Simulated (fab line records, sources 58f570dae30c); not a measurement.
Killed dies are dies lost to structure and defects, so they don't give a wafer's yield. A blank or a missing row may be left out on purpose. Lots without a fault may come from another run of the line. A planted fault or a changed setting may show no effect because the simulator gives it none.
Which tool did it? | flow berkeley_cmos170 | 7 lots, 21 wafers sampled, at 1 step of a route of 331

WHAT THE GAUGES READ, wafer by wafer
UCB170_SCREENOX_THK_MEAS_02.
lot  | measured    | on            | SCREENOX_OXIDE_THK (nm)
L892 | day 6 21:35 | film_metro-01 | 14.41 14.35 14.35
L893 | day 6 21:36 | film_metro-02 | 14.32 14.15 14.23
L895 | day 7 06:02 | film_metro-04 | 14.19 14.28 14.46
L899 | day 7 18:52 | film_metro-01 | 14.07 14.12 14.24
L904 | day 8 18:26 | film_metro-02 | 14.44 14.24 14.51
L906 | day 9 11:17 | film_metro-04 | 14.34 14.21 14.23
L908 | day 9 11:23 | film_metro-02 | 13.94 14.28 14.08

WHICH TOOL RAN EACH LOT (tool, then ch and the chambers of the sampled wafers, then the start)
The record holds no process step before these readings.

THE ANSWER, worked out from the rows above alone
Rule: what is usual is taken from the lots themselves. Put in order of their means at a reading, lots are off if they are a third of the lots or fewer, leave a main group of 4 or more, and stand apart from it by a gap of 3 or more times the standard deviation of the main group's means; of several such gaps the widest counts. A main group whose means are all the same, to the digits that the tables above print for the reading, isn't used. A lot without any number at a reading at which 4 lots or more have one is off too. The other lots that the step has rows for count as sound.
No lot is off at any reading shown: from this, nothing can be told.

WHAT THE SIMULATOR HAD PUT IN
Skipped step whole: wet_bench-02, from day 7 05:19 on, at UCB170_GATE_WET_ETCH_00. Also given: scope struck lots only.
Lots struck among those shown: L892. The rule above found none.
